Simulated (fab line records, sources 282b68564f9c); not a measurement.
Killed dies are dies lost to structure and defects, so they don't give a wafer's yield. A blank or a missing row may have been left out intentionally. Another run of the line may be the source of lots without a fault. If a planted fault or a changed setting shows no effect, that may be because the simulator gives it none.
Lot-split experiment + flow rit-cmos + 5 lots, 23 wafers read, on a route of 202 steps

## SPLIT DETAILS
At RIT_GATE_CVD_08 (deposits poly-Si from SiH4, target thk 250 nm, time 2220 s), the setting sih4-flow-sccm was moved away from the recipe's 100 sccm on 10 of the 23 wafers read, by -4.4% to +8.9%. The other wafers ran this setting at the recipe's value.

## FROM THE SPLIT TO THE READING: what the file shows between them, 6 steps
- RIT_GATE_THK_MEAS_09
- RIT_GATE_EXPOSE_13: exposes mask M6, target cd 150 nm (also split here: dose-mj)
- RIT_GATE_PEB_14
- RIT_GATE_DEVELOP_15: develop time 50 s
- RIT_GATE_CD_MEAS_16: target cd 150 nm
- RIT_GATE_HARDBAKE_18: time 60 s

## THE READING
oes-product-au, in a.u., at RIT_GATE_ETCH_19 (etches poly-Si in SF6/CHF3/O2, stops on SiO2, time 165 s, target depth 312.5 nm). Fault-free wafers of this fab line usually give 0.841 a.u., standard deviation 0.012 a.u.

| wafer  | tool, chamber at the split | sih4-flow-sccm as run, sccm | against the recipe | oes-product-au, a.u. | against lot-mates on the recipe |
|--------|----------------------------|-----------------------------|--------------------|----------------------|---------------------------------|
| L080.3 | lpcvd-01, 0                | 100                         | recipe             | 0.823                | -                               |
| L080.4 | lpcvd-01, 0                | 100                         | recipe             | 0.833                | -                               |
| L080.5 | lpcvd-01, 0                | 100                         | recipe             | 0.830                | -                               |
| L081.1 | -, -                       | 100                         | recipe             | 0.840                | -                               |
| L081.2 | -, -                       | 100                         | recipe             | 0.826                | -                               |
| L081.4 | -, -                       | 100                         | recipe             | 0.834                | -                               |
| L081.5 | -, -                       | 100                         | recipe             | 0.832                | -                               |
| L081.6 | -, -                       | 100                         | recipe             | 0.840                | -                               |
| L082.2 | -, -                       | 108.9                       | +8.9%              | 0.892                | no lot-mate on the recipe       |
| L082.3 | -, -                       | 108.9                       | +8.9%              | 0.893                | no lot-mate on the recipe       |
| L082.4 | -, -                       | 108.9                       | +8.9%              | 0.869                | no lot-mate on the recipe       |
| L082.5 | -, -                       | 108.9                       | +8.9%              | 0.894                | no lot-mate on the recipe       |
| L082.6 | -, -                       | 108.9                       | +8.9%              | 0.882                | no lot-mate on the recipe       |
| L083.1 | -, -                       | 100                         | recipe             | 0.846                | -                               |
| L083.2 | -, -                       | 100                         | recipe             | 0.843                | -                               |
| L083.3 | -, -                       | 100                         | recipe             | 0.840                | -                               |
| L083.4 | -, -                       | 100                         | recipe             | 0.840                | -                               |
| L083.6 | -, -                       | 100                         | recipe             | 0.854                | -                               |
| L084.1 | -, -                       | 95.63                       | -4.4%              | 0.815                | no lot-mate on the recipe       |
| L084.2 | -, -                       | 95.63                       | -4.4%              | 0.807                | no lot-mate on the recipe       |
| L084.4 | -, -                       | 95.63                       | -4.4%              | 0.812                | no lot-mate on the recipe       |
| L084.5 | -, -                       | 95.63                       | -4.4%              | 0.822                | no lot-mate on the recipe       |
| L084.6 | -, -                       | 95.63                       | -4.4%              | 0.807                | no lot-mate on the recipe       |

FIT RESULTS
A straight line over all 23 wafers: oes-product-au changes by +0.00553 a.u. for each +1% of sih4-flow-sccm; r = +0.95; the points scatter about the line by 0.0084 a.u.
Too few moved wafers with a lot-mate on the recipe to fit a line net of each lot's own level.

## THE WHOLE CHAIN: every reading that the file lists as answering this split, in the file's order
| step                   | what it does                                                                    | reading                                                                        | change (the file's fit)                   | r (the file's) |
|------------------------|---------------------------------------------------------------------------------|--------------------------------------------------------------------------------|-------------------------------------------|----------------|
| RIT_GATE_CVD_08        | deposits poly-Si from SiH4, target thk 250 nm, time 2220 s                      | poly-Si_of_GATE_CVD_08.thk-nm (the simulator's own value, which no gauge read) | +2.38 nm for each +1% of the setting      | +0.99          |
| RIT_GATE_THK_MEAS_09   |                                                                                 | GATE_POLY_THK                                                                  | +2.37 for each +1% of the setting         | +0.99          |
| RIT_GATE_ETCH_19       | etches poly-Si in SF6/CHF3/O2, stops on SiO2, time 165 s, target depth 312.5 nm | oes-product-au                                                                 | +0.00554 a.u. for each +1% of the setting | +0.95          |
| RIT_GATE_ETCH_19       | etches poly-Si in SF6/CHF3/O2, stops on SiO2, time 165 s, target depth 312.5 nm | etch.depth-nm (the simulator's own value, which no gauge read)                 | +2.38 nm for each +1% of the setting      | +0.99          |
| RIT_GATE_ETCH_19       | etches poly-Si in SF6/CHF3/O2, stops on SiO2, time 165 s, target depth 312.5 nm | GATE.feature-depth-nm (the simulator's own value, which no gauge read)         | +2.38 nm for each +1% of the setting      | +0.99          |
| RIT_SPACER_ETCHBACK_05 | etches Si3N4 in SF6/CHF3, stops on SiO2, target depth 250 nm, time 240 s        | poly-Si_of_GATE_CVD_08.thk-nm (the simulator's own value, which no gauge read) | +2.57 nm for each +1% of the setting      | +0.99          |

## THE FILE'S OWN FIT
oes-product-au changes by +0.00554 a.u. for each +1% of sih4-flow-sccm, r = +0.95.
